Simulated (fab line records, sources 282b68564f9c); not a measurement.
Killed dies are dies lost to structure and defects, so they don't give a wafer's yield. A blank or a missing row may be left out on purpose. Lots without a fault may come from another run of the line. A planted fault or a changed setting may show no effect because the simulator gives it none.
A struck lot beside a sound one | flow rit_cmos | 13 steps out of a route of 202
Sound: wafers L503.1, L503.2, L503.5. Struck: wafers L518.2, L518.4, L518.6. The cause comes at the end.
At each step with rows: each side's tool, then ch and its chambers, then its first start. Under that, the readings that differ: sound wafers | struck wafers | difference of the means | sigmas: that difference in standard deviations of wafers without a fault.
alike: readings whose means differ by less than 2 such deviations, and words and numbers that are the same on both sides. not compared: withheld readings, readings that some wafer has no value for, bounds like >300 that may hide the same value, and numbers for which the record gives no deviation and whose values overlap.
The two part at a step that has a row with sigmas, a row that says differs or no value, or rows on one side only. Numbers that don't overlap but have no deviation are shown without sigmas and don't part them. A reading that every wafer of one side lacks parts them only if that side has two wafers or more.

RIT_NWELL_TW_MEAS_10:
  sound on film_metro-01, day 2 08:14; struck on film_metro-01, day 5 12:49
  alike: NWELL_TW
then, 6 steps without rows for these wafers: RIT_PWELL_HMDS_00 (prime time 60 s); RIT_PWELL_COAT_01 (resist thk 1300 nm); RIT_PWELL_SOFTBAKE_02 (time 60 s); RIT_PWELL_EXPOSE_03 (exposes mask M3, target cd 43700 nm); RIT_PWELL_PEB_04; RIT_PWELL_DEVELOP_05 (develop time 68 s).
RIT_PWELL_OVL_MEAS_06:
  sound on overlay-01, day 2 09:10; struck on overlay-02, day 5 13:53
  alike: PWELL_OVL
then, 2 steps without rows for these wafers: RIT_PWELL_HARDBAKE_07 (time 120 s); RIT_PWELL_IMPLANT_08.
RIT_PWELL_STRIP_09: strips in O2, time 180 s.
  sound on plasma_asher-01 ch 0,1, day 2 09:37; struck on plasma_asher-04 ch 0,1, day 5 14:19
  alike: drypump_motor_current_A
  not compared: rf_hours_counter_h
RIT_PWELL_TW_MEAS_10:
  sound on film_metro-01, day 2 09:47; struck on film_metro-04, day 5 14:29
  alike: PWELL_TW
RIT_WELLDRIVE_ANNEAL_00: time 14700 s.
  sound on furnace-04 ch 0, day 2 09:50; struck on furnace-01, day 5 14:36
  no value came back on the struck wafers for run_length_s (s), spike_tc_centre_C (C), tube_center_temp_C (C); on the sound wafers run_length_s (s) reads 18261 18261 18261

WHERE THEY PART
Only at RIT_WELLDRIVE_ANNEAL_00, within this record.

WHY: what the simulator had put in
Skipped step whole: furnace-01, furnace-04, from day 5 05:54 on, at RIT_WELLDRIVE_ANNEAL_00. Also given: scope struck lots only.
